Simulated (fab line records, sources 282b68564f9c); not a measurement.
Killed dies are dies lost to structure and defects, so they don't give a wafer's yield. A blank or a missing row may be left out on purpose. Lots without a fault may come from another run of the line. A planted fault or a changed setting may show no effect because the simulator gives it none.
Which tool did it? | flow rit_cmos | 14 lots, 42 wafers sampled, at 1 step of a route of 202

WHAT THE GAUGES READ, wafer by wafer
The record holds no reading of a measuring or inspecting step that can be judged against a usual standard deviation.

WHICH TOOL RAN EACH LOT (tool, then ch and the chambers of the sampled wafers, then the start)
lot  | RIT_REOX_OXIDATION_03
L154 | furnace-04 ch 0, day 2 18:24
L155 | furnace-03 ch 0, day 2 21:46
L156 | furnace-03 ch 0, day 3 01:41
L157 | furnace-04, day 3 05:32
L158 | furnace-04, day 3 10:49
L161 | furnace-04 ch 0, day 4 06:06
L168 | furnace-04 ch 0, day 5 18:52
L169 | furnace-04 ch 0, day 5 18:52
L170 | furnace-04 ch 0, day 5 23:23
L171 | furnace-04 ch 0, day 6 10:16
L173 | furnace-03 ch 0, day 6 15:38
L174 | furnace-03 ch 0, day 6 23:16
L176 | furnace-01 ch 0, day 7 13:24
L177 | furnace-01 ch 0, day 7 13:24
- RIT_REOX_OXIDATION_03: target thk 25.2 nm, ox time 5580 s.

WHAT THE TOOLS THEMSELVES READ (means of the sampled wafers that have a number; where no wafer has one, the mark that the record gives instead)
RIT_REOX_OXIDATION_03. Usual: ox_temp_c 900.0 C, standard deviation 0.42; ox_temp_c_max 904.5, standard deviation 1; spike_tc_source_C 921 C, standard deviation 4.2; zone_power_load_pct 26 %, standard deviation 3.7.
lot  | tool       | ox_temp_c (C) | ox_temp_c_max | spike_tc_source_C (C) | zone_power_load_pct (%) | flag
L154 | furnace-04 | 899.6         | 903.4         | 925                   | 22                      |
L155 | furnace-03 | 900.3         | 904.7         | 915                   | 30                      |
L156 | furnace-03 | 899.8         | 904.7         | 916                   | 30                      |
L157 | furnace-04 | -             | -             | -                     | -                       | OFF
L158 | furnace-04 | -             | -             | -                     | -                       | OFF
L161 | furnace-04 | 900.0         | 903.5         | 925                   | 22                      |
L168 | furnace-04 | 899.8         | 903.7         | 926                   | 22                      |
L169 | furnace-04 | 900.1         | 903.8         | 925                   | 22                      |
L170 | furnace-04 | 900.0         | 903.4         | 925                   | 22                      |
L171 | furnace-04 | 899.5         | 903.2         | 925                   | 22                      |
L173 | furnace-03 | 899.6         | 904.2         | 916                   | 29                      |
L174 | furnace-03 | 899.9         | 904.2         | 915                   | 29                      |
L176 | furnace-01 | 900.0         | 905.1         | 921                   | 29                      |
L177 | furnace-01 | 900.8         | 906.8         | 922                   | 29                      |

THE ANSWER, worked out from the rows above alone
Rule: a lot is off if the mean of its wafers that have a number lies more than 3 standard deviations from the usual mean. A lot without any number at a reading at which 4 lots or more have one is off too. The other lots that the step has rows for count as sound. The gauges are gone through in route order, then the tools' own readings, and for those a lot's mean is taken as printed above. The first step at which some lot is off is used, and at that step the reading that is off furthest; a lot without a number counts as furthest.
Off: L157, L158, at RIT_REOX_OXIDATION_03 (ox_temp_c). Without a number there: L157, L158.
A tool fits if, at that step or a process step before it, it ran every lot that is off, and no sound lot after the first of them. None of those tried fits.

WHAT THE SIMULATOR HAD PUT IN
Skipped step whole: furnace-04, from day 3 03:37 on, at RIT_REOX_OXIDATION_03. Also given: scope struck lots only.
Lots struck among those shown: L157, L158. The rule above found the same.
